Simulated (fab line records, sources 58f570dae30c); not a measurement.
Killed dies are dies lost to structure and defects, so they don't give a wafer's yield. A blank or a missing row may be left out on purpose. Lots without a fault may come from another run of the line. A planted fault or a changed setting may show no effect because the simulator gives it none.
Which tool did it? | flow berkeley_cmos170 | 14 lots, 42 wafers sampled, at 4 steps of a route of 331

WHAT THE GAUGES READ, wafer by wafer
UCB170_START_BOW_MEAS_00.
lot  | measured    | on            | INCOMING_BOW (um)
L119 | day 1 10:00 | film_metro-03 | -2 -6 15
L120 | day 1 15:01 | film_metro-03 | -7 -2 5
L123 | day 2 06:02 | film_metro-02 | -3 2 1
L126 | day 2 21:02 | film_metro-03 | -7 -7 4
L127 | day 3 02:00 | film_metro-02 | 2 3 -4
L128 | day 3 07:04 | film_metro-03 | -5 -4 3
L129 | day 3 12:00 | film_metro-04 | -6 14 9
L136 | day 4 23:01 | film_metro-02 | 11 -2 -6
L137 | day 5 04:01 | film_metro-04 | 8 0 0
L138 | day 5 09:01 | film_metro-02 | -7 5 7
L139 | day 5 14:00 | film_metro-02 | 8 -6 1
L140 | day 5 19:00 | film_metro-03 | -2 0 -4
L141 | day 6 00:00 | film_metro-03 | -3 8 -1
L142 | day 6 05:00 | film_metro-04 | -2 7 4

UCB170_NWELL_THK_MEAS_02.
lot  | measured    | on            | NWELL_OXIDE_THK (nm)
L119 | day 1 20:35 | film_metro-04 | 27.3 27.3 27.4
L120 | day 2 00:53 | film_metro-03 | 25.7 26.0 25.9
L123 | day 2 20:46 | film_metro-01 | 27.1 27.0 26.7
L126 | day 3 08:17 | film_metro-03 | 26.2 25.8 26.0
L127 | day 3 12:28 | film_metro-04 | 24.8 25.3 25.7
L128 | day 3 19:41 | film_metro-01 | 25.8 26.0 26.2
L129 | day 4 01:26 | film_metro-01 | 26.5 26.7 26.1
L136 | day 5 13:39 | film_metro-01 | 26.4 26.8 26.8
L137 | day 5 18:32 | film_metro-01 | 25.6 26.3 25.4
L138 | day 5 22:17 | film_metro-01 | 26.6 26.9 26.8
L139 | day 5 23:38 | film_metro-04 | 26.4 26.2 26.7
L140 | day 6 07:22 | film_metro-01 | 25.4 26.0 25.5
L141 | day 6 16:03 | film_metro-03 | 25.6 25.6 25.6
L142 | day 7 00:10 | film_metro-03 | 27.3 27.4 27.7

UCB170_FIELD_THK_MEAS_02.
lot  | measured    | on            | FIELD_OXIDE_THK (nm)
L119 | day 4 17:14 | film_metro-01 | 545 557 546
L120 | day 4 19:32 | film_metro-02 | 545 554 542
L123 | day 5 02:46 | film_metro-04 | 533 538 537
L128 | day 6 04:48 | film_metro-01 | 555 555 556
L129 | day 6 13:11 | film_metro-04 | 555 542 548
L136 | day 8 00:24 | film_metro-04 | 554 552 558
L137 | day 8 14:37 | film_metro-02 | 545 542 543
L138 | day 8 14:37 | film_metro-01 | 547 554 555
L139 | day 8 14:37 | film_metro-04 | 560 556 568
L140 | day 8 21:43 | film_metro-01 | 561 560 557
L141 | day 9 03:50 | film_metro-01 | 554 560 553
L142 | day 9 16:59 | film_metro-04 | 560 558 545

WHICH TOOL RAN EACH LOT (tool, then ch and the chambers of the sampled wafers, then the start)
lot  | UCB170_PWELL_WET_ETCH_19
L119 | wet_bench-02 ch 1, day 3 02:29
L120 | wet_bench-03 ch 1, day 3 07:11
L123 | wet_bench-02 ch 1, day 3 17:08
L126 | wet_bench-02 ch 2, day 4 13:17
L127 | wet_bench-04 ch 3, day 4 13:46
L128 | wet_bench-04 ch 1, day 4 19:53
L129 | wet_bench-02 ch 2, day 5 02:54
L136 | wet_bench-03 ch 2, day 6 16:12
L137 | wet_bench-04 ch 1, day 7 00:57
L138 | wet_bench-03 ch 2, day 7 01:10
L139 | wet_bench-02 ch 2, day 7 01:16
L140 | wet_bench-04 ch 3, day 7 11:22
L141 | wet_bench-03 ch 1, day 7 21:30
L142 | wet_bench-04 ch 1, day 8 03:36
- UCB170_PWELL_WET_ETCH_19: etches Si3N4 in H3PO4, time 14400 s.

WHAT THE TOOLS THEMSELVES READ (means of the sampled wafers that have a number; where no wafer has one, the mark that the record gives instead)
UCB170_PWELL_WET_ETCH_19.
lot  | tool         | bath_guard_temp_C (C) | bath_heat_duty_pct (%)
L119 | wet_bench-02 | 160.3                 | 28
L120 | wet_bench-03 | 160.8                 | 28
L123 | wet_bench-02 | 160.1                 | 27
L126 | wet_bench-02 | -                     | -
L127 | wet_bench-04 | -                     | -
L128 | wet_bench-04 | 160.6                 | 24
L129 | wet_bench-02 | 159.5                 | 31
L136 | wet_bench-03 | 159.6                 | 25
L137 | wet_bench-04 | 160.2                 | 24
L138 | wet_bench-03 | 159.4                 | 25
L139 | wet_bench-02 | 159.1                 | 32
L140 | wet_bench-04 | 159.9                 | 29
L141 | wet_bench-03 | 160.7                 | 28
L142 | wet_bench-04 | 160.4                 | 24

THE ANSWER, worked out from the rows above alone
Rule: what is usual is taken from the lots themselves. Put in order of their means at a reading, lots are off if they are a third of the lots or fewer, leave a main group of 4 or more, and stand apart from it by a gap of 3 or more times the standard deviation of the main group's means; of several such gaps the widest counts. A main group whose means are all the same, to the digits that the tables above print for the reading, isn't used. A lot without any number at a reading at which 4 lots or more have one is off too. The other lots that the step has rows for count as sound. The gauges are gone through in route order, then the tools' own readings, and for those a lot's mean is taken as printed above. The first step at which some lot is off is used, and at that step the reading that is off furthest; a lot without a number counts as furthest.
Off: L126, L127, at UCB170_PWELL_WET_ETCH_19 (bath_guard_temp_C). Without a number there: L126, L127. The main group: mean 160.1 C, standard deviation 0.53.
A tool fits if, at that step or a process step before it, it ran every lot that is off, and no sound lot after the first of them. None of those tried fits.

WHAT THE SIMULATOR HAD PUT IN
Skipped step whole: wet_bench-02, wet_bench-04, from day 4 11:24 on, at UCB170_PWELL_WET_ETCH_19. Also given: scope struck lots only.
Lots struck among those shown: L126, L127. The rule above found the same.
